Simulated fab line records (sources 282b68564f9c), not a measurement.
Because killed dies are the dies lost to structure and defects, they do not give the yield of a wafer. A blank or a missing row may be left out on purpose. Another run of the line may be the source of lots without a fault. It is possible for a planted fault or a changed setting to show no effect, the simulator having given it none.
Struck lot and sound lot, side by side	flow ritCmos	18 steps out of a route of 202
Sound: these wafers, L614.2, L614.3, L614.5. The struck wafers were L619.1, L619.3, L619.5. At the end, the cause is stated.
For every step that has rows: the tool of each side, followed by ch and its chambers, followed by its first start. Under that, the readings that differ: sound wafers	struck wafers	difference of the means	sigmas: that difference in standard deviations of wafers without a fault.
alike: readings whose means differ by less than 2 such deviations, and words and numbers that are the same on both sides. not compared: withheld readings, readings that some wafer has no value for, bounds like >300 that may hide the same value, and numbers for which the record gives no deviation and whose values overlap.
The two part at a step that has a row with sigmas, a row that says differs or no value, or rows on one side only. Numbers that don't overlap but have no deviation are shown without sigmas and don't part them. A reading missing from all wafers of one side parts the sides only when that side holds two or more wafers.

first, 4 steps without rows for these wafers: RIT_NLDD_SOFTBAKE_02 (time 60 s); RIT_NLDD_EXPOSE_03 (exposes mask M7, target cd 40700 nm); RIT_NLDD_PEB_04; RIT_NLDD_DEVELOP_05 (develop time 50 s).
RIT_NLDD_OVL_MEAS_06:
  sound on overlay-02, day 3 23:08; struck on overlay-02, day 5 00:29
  alike: NLDD_OVL
then, 2 steps without rows for these wafers: RIT_NLDD_HARDBAKE_07 (time 60 s); RIT_NLDD_IMPLANT_08.
RIT_NLDD_STRIP_09: strips in O2, time 180 s.
  sound on plasmaAsher-01 ch 0,1, day 3 23:28; struck on plasmaAsher-02 ch 0,1, day 5 00:49
  alike: drypumpMotorCurrentA
  not compared: rfHoursCounterH
RIT_NLDD_TW_MEAS_10:
  sound on filmMetro-02, day 3 23:40; struck on filmMetro-03, day 5 00:59
  alike: NLDD_TW
then, 3 steps without rows for these wafers: RIT_PLDD_HMDS_00 (prime time 60 s); RIT_PLDD_COAT_01 (resist thk 1000 nm); RIT_PLDD_SOFTBAKE_02 (time 60 s).
RIT_PLDD_EXPOSE_03: exposes mask M8, target cd 40900 nm.
  sound on ilineStepper-02 ch 0, day 4 00:25; struck on ilineStepper-02 ch 0, day 5 01:30
reading	sound	struck	difference	sigmas
model.PLDD.overlayXNm (nm)	-0.6341 -0.6341 -0.6341	240.7 240.7 240.7	+241.3	
  alike: mask
then, 2 steps without rows for these wafers: RIT_PLDD_PEB_04; RIT_PLDD_DEVELOP_05 (develop time 50 s).
RIT_PLDD_OVL_MEAS_06:
  sound on overlay-01, day 4 00:48; struck on overlay-01, day 5 01:54
reading	sound	struck	difference	sigmas
PLDD_OVL (nm)	-1.5 -1.8 0.2	239.7 242.0 241.4	+242.1	+99 or more
then, 1 step without rows for these wafers: RIT_PLDD_HARDBAKE_07 (time 60 s).
RIT_M1_PROBE_99:
  sound on prober-02, day 4 15:29; struck on prober-01, day 5 17:52
reading	sound	struck	difference	sigmas
model.etest.pldd.widthNm (nm)	3155 3181 3170	3023 3030 3028	-142	
  alike: killedAtFrontEnd, killedDies, killedOpen, killedShort

## WHERE THEY PART
At RIT_PLDD_OVL_MEAS_06 and nowhere else, as far as this record goes. Later steps at which nothing parts them and some readings are alike: RIT_M1_PROBE_99.

WHY: what the simulator had put in
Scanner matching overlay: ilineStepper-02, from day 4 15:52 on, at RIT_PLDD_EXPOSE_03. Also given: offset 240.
